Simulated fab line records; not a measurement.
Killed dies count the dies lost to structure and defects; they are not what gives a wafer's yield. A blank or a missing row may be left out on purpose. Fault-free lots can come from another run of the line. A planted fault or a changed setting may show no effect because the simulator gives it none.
Struck lot and sound lot, side by side    flow rit_cmos    14 out of 202 route steps
Sound: these wafers, L166.1, L166.2, L166.3. Wafers struck: L176.1, L176.3, L176.6. The cause is given at the end.
For every step that has rows: the tool of each side, followed by ch and its chambers, followed by its first start. Under that, the readings that differ: sound wafers    struck wafers    difference of the means    sigmas: that difference in standard deviations of wafers without a fault.
alike: words and numbers the same on both sides, and readings whose means are apart by under 2 such deviations; not compared: readings that were withheld, readings missing a value for some wafer, numbers with overlapping values and no deviation given by the record, and bounds like >300 which may hide the same value.
A row with sigmas, a row that says differs or no value, or rows on one side alone: a step with any of these is where the two part. Numbers that don't overlap but have no deviation are shown without sigmas and don't part them. A reading missing from all wafers of one side parts the sides only when that side holds two or more wafers.

first, 4 steps without rows for these wafers: RIT_PLDD_SOFTBAKE_02 (time 60 s); RIT_PLDD_EXPOSE_03 (exposes mask M8, target cd 40900 nm); RIT_PLDD_PEB_04; RIT_PLDD_DEVELOP_05 (develop time 50 s).
RIT_PLDD_OVL_MEAS_06:
  sound: overlay-01 at day 4 12:30; struck: overlay-01 at day 6 13:49
  alike: PLDD_OVL
then, 2 steps without rows for these wafers: RIT_PLDD_HARDBAKE_07 (time 60 s); RIT_PLDD_IMPLANT_08.
RIT_PLDD_STRIP_09: strips in O2, time 180 s.
  sound on plasma_asher-04 ch 0,1, day 4 12:50; struck on plasma_asher-02 ch 0,1, day 6 14:19
  alike: drypump_motor_current_A
  not compared: rf_hours_counter_h
RIT_PLDD_TW_MEAS_10:
  sound: film_metro-01 at day 4 13:01; struck: film_metro-02 at day 6 14:29
  alike: PLDD_TW
then, 3 steps without rows for these wafers: RIT_SPACER_CLEAN_00 (cleans in SC1, time 600 s); RIT_SPACER_CLEAN_01 (cleans in dHF, time 30 s); RIT_SPACER_CLEAN_02 (cleans in SC2, time 600 s).
RIT_SPACER_CVD_03: deposits Si3N4 from SiH2Cl2/NH3, target thk 250 nm, time 3300 s.
  sound on lpcvd-01 ch 1, day 4 13:27; struck on lpcvd-02 ch 0, day 6 14:56
  no value came back on the struck wafers for nh3_flow_sccm (sccm), pressure_mtorr (mTorr); on the sound wafers nh3_flow_sccm (sccm) reads 150.2 150.1 150.6
RIT_M1_PROBE_99:
  sound wafers here have rows in the record (prober-01, day 5 02:45); struck ones have none

== WHERE THEY PART ==
Last at RIT_M1_PROBE_99 as far as this record goes, first at RIT_SPACER_CVD_03.

WHY: the cause the simulator had injected
Beginning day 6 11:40, the whole step at RIT_SPACER_CVD_03 was skipped on lpcvd-02. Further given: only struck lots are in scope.
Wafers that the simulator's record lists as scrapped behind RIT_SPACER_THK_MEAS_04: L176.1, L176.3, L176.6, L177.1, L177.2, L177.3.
